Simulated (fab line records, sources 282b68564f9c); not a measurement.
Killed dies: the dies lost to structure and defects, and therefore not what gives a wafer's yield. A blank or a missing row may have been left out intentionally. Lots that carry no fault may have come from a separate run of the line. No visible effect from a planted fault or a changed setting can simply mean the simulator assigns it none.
Split-lot experiment :: flow rit-cmos :: on a route of 202 steps: 5 lots, 23 wafers read

ON THE SPLIT
At RIT_ACTIVE_DEVELOP_10 (develop time 50 s), the setting develop-time-s was moved away from the recipe's 50 s on 10 of the 23 wafers read, by -7.2% to +12.7%. For the rest of the wafers, this setting stayed at what the recipe calls for.

FROM THE SPLIT TO THE READING: what the file shows between them, 4 steps
- RIT_ACTIVE_CD_MEAS_11: target cd 1400 nm
- RIT_ACTIVE_HARDBAKE_12: time 60 s
- RIT_ACTIVE_ETCH_13: etches Si3N4 in SF6, stops on SiO2, time 210 s, target depth 210 nm
- RIT_ACTIVE_STRIP_14: strips in O2, time 180 s

THE READING
cd-nm (nm) at RIT_ACTIVE_CD_MEAS_90, where the cd target is 1400 nm. A value of 1400.8 nm with a standard deviation of 1.7 nm is what fault-free wafers of this fab line usually give.

wafer: L074.1
tool, chamber at the split: litho-track-04, 0
develop-time-s as run, s: 50
against the recipe: recipe
cd-nm, nm: 1398.5
against lot-mates on the recipe: -

wafer: L074.2
tool, chamber at the split: litho-track-04, 0
develop-time-s as run, s: 46.42
against the recipe: -7.2%
cd-nm, nm: 1409.9
against lot-mates on the recipe: +9.4

wafer: L074.3
tool, chamber at the split: litho-track-04, 0
develop-time-s as run, s: 46.42
against the recipe: -7.2%
cd-nm, nm: 1407.0
against lot-mates on the recipe: +6.5

wafer: L074.4
tool, chamber at the split: litho-track-04, 0
develop-time-s as run, s: 46.42
against the recipe: -7.2%
cd-nm, nm: 1409.3
against lot-mates on the recipe: +8.8

wafer: L074.5
tool, chamber at the split: litho-track-04, 0
develop-time-s as run, s: 50
against the recipe: recipe
cd-nm, nm: 1402.5
against lot-mates on the recipe: -

wafer: L075.1
tool, chamber at the split: litho-track-03, 0
develop-time-s as run, s: 50
against the recipe: recipe
cd-nm, nm: 1402.0
against lot-mates on the recipe: -

wafer: L075.2
tool, chamber at the split: litho-track-03, 0
develop-time-s as run, s: 56.37
against the recipe: +12.7%
cd-nm, nm: 1389.0
against lot-mates on the recipe: -12.4

wafer: L075.3
tool, chamber at the split: litho-track-03, 0
develop-time-s as run, s: 50
against the recipe: recipe
cd-nm, nm: 1400.8
against lot-mates on the recipe: -

wafer: L075.5
tool, chamber at the split: litho-track-03, 0
develop-time-s as run, s: 56.37
against the recipe: +12.7%
cd-nm, nm: 1389.2
against lot-mates on the recipe: -12.2

wafer: L075.6
tool, chamber at the split: litho-track-03, 0
develop-time-s as run, s: 56.37
against the recipe: +12.7%
cd-nm, nm: 1389.2
against lot-mates on the recipe: -12.2

wafer: L076.1
tool, chamber at the split: litho-track-01, 0
develop-time-s as run, s: 50
against the recipe: recipe
cd-nm, nm: 1400.8
against lot-mates on the recipe: -

wafer: L076.2
tool, chamber at the split: litho-track-01, 0
develop-time-s as run, s: 50
against the recipe: recipe
cd-nm, nm: 1402.0
against lot-mates on the recipe: -

wafer: L076.6
tool, chamber at the split: litho-track-01, 0
develop-time-s as run, s: 50
against the recipe: recipe
cd-nm, nm: 1400.9
against lot-mates on the recipe: -

wafer: L078.1
tool, chamber at the split: litho-track-04, 0
develop-time-s as run, s: 50
against the recipe: recipe
cd-nm, nm: 1399.7
against lot-mates on the recipe: -

wafer: L078.2
tool, chamber at the split: litho-track-04, 0
develop-time-s as run, s: 54.58
against the recipe: +9.2%
cd-nm, nm: 1392.9
against lot-mates on the recipe: -7.5

wafer: L078.4
tool, chamber at the split: litho-track-04, 0
develop-time-s as run, s: 50
against the recipe: recipe
cd-nm, nm: 1400.0
against lot-mates on the recipe: -

wafer: L078.5
tool, chamber at the split: litho-track-04, 0
develop-time-s as run, s: 54.58
against the recipe: +9.2%
cd-nm, nm: 1393.3
against lot-mates on the recipe: -7.1

wafer: L078.6
tool, chamber at the split: litho-track-04, 0
develop-time-s as run, s: 50
against the recipe: recipe
cd-nm, nm: 1401.6
against lot-mates on the recipe: -

wafer: L085.2
tool, chamber at the split: litho-track-04, 0
develop-time-s as run, s: 50
against the recipe: recipe
cd-nm, nm: 1396.8
against lot-mates on the recipe: -

wafer: L085.3
tool, chamber at the split: litho-track-04, 0
develop-time-s as run, s: 50
against the recipe: recipe
cd-nm, nm: 1401.7
against lot-mates on the recipe: -

wafer: L085.4
tool, chamber at the split: litho-track-04, 0
develop-time-s as run, s: 54.81
against the recipe: +9.6%
cd-nm, nm: 1388.7
against lot-mates on the recipe: -11.9

wafer: L085.5
tool, chamber at the split: litho-track-04, 0
develop-time-s as run, s: 54.81
against the recipe: +9.6%
cd-nm, nm: 1384.9
against lot-mates on the recipe: -15.7

wafer: L085.6
tool, chamber at the split: litho-track-04, 0
develop-time-s as run, s: 50
against the recipe: recipe
cd-nm, nm: 1403.4
against lot-mates on the recipe: -

FIT RESULTS
A straight line over all 23 wafers: cd-nm changes by -1.04 nm for each +1% of develop-time-s; r = -0.95; the points scatter about the line by 2.1 nm.
The same after taking each lot's own level away (the mean of its wafers on the recipe; 23 wafers): -1.06 nm for each +1%; r = -0.96; scatter 2.1 nm.
That fit puts the effect of the largest move of develop-time-s on the reading at 14 nm.
The lots' own levels span 1400.43 to 1401.40 nm, that is 0.6 times the standard deviation above.
Consequently the slope shifts little with the lot-to-lot level, the two slopes agreeing.
Check: for one of the wafers moved furthest among these (+12.7%), held out of the fit, the line's prediction against its lot-mates is -13.6 nm. It came out at -12.4 nm against them.

THESE WAFERS: OTHER SPLITS
Other splits were also applied to these wafers ahead of the reading. Each is held against what the fit with the lots' levels taken away leaves over:
other split on the same wafers: RIT_ACTIVE_COAT_06 resist-thk-nm
wafers away from the commonest value: 5
r with cd-nm (lot level and that fit taken away): +0.82

THE WHOLE CHAIN: every reading that the file lists as answering this split, in the file's order
step: RIT_ACTIVE_CD_MEAS_11
what it does: target cd 1400 nm
reading: cd-nm
change (the file's fit): -1.08 nm for each +1% of the setting
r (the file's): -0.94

step: RIT_ACTIVE_ETCH_13
what it does: etches Si3N4 in SF6, stops on SiO2, time 210 s, target depth 210 nm
reading: ACTIVE.cd-nm (the simulator's own value, which no gauge read)
change (the file's fit): -1.07 nm for each +1% of the setting
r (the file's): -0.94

step: RIT_ACTIVE_CD_MEAS_90
what it does: target cd 1400 nm
reading: cd-nm
change (the file's fit): -1.06 nm for each +1% of the setting
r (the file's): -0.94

THE FILE'S OWN FIT
cd-nm changes by -1.06 nm for each +1% of develop-time-s, r = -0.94.
